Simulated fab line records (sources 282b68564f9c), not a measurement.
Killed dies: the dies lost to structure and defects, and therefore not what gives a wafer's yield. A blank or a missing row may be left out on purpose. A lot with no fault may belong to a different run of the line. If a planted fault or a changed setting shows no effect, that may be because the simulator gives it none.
A sampling plan put to the test -- flow ritCmos -- one line in one fab, 6 faults in these records, each fault weighed on the records of the lots it struck
The plan consists of the line's own looks: route steps at which the wafer is read by a gauge or an inspection but not changed. Where struck wafers have a number at a look and the file lists that look's usual mean and standard deviation on fault-free wafers, the look can be judged. Caught: at a look after the fault's first step, the mean of the struck wafers lies 4 or more of those standard deviations (sigma) from the usual mean. On the tool: the same test on the tool's own readings at the fault's steps. Another recipe on the struck wafers, or a record that is blank for them alone, also counts as caught.

## THE FAULTS, as the simulator had put them in
1. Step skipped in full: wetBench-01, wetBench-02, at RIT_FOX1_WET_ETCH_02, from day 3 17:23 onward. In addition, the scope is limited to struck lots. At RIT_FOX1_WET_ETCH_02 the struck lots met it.
2. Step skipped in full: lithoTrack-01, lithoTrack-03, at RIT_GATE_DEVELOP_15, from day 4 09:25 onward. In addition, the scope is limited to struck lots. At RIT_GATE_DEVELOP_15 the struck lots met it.
3. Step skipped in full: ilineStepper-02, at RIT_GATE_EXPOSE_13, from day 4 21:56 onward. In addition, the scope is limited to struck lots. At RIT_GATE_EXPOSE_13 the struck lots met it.
4. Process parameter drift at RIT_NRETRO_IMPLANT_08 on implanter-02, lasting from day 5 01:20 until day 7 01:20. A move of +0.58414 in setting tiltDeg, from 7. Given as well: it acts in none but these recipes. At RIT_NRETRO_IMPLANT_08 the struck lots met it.
5. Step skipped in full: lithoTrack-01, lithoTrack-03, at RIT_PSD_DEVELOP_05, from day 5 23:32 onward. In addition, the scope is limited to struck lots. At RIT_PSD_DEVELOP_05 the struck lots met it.
6. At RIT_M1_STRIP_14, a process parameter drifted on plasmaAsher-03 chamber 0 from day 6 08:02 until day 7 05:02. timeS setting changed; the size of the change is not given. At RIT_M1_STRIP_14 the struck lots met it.

## WHAT THE PLAN SAW
fault,on the tool itself,first look that catches it,"reading, sigma",median hours from its first step to that look,hours from the fault's start to the first struck lot there,judged looks passed uncaught
1,the tool's record is blank for the struck wafers,no look after it can be judged,-,-,-,0
2,the tool's record is blank for the struck wafers,no look after it can be judged,-,-,-,0
3,no reading that can be judged,no look after it can be judged,-,-,-,0
4,tiltDeg +26 sigma,no look after it can be judged,-,-,-,0
5,the tool's record is blank for the struck wafers,no look after it can be judged,-,-,-,0
6,runLengthS -48 sigma,no look after it can be judged,-,-,-,0
Dash: fault not caught, or number not given in these records.

Caught at a look: 0 of 6. Caught on the tool: 5 of 6. By one or the other: 5 of 6.
On the tool alone, faults 1, 2, 4, 5, 6 were caught.
Caught by neither: fault 3.
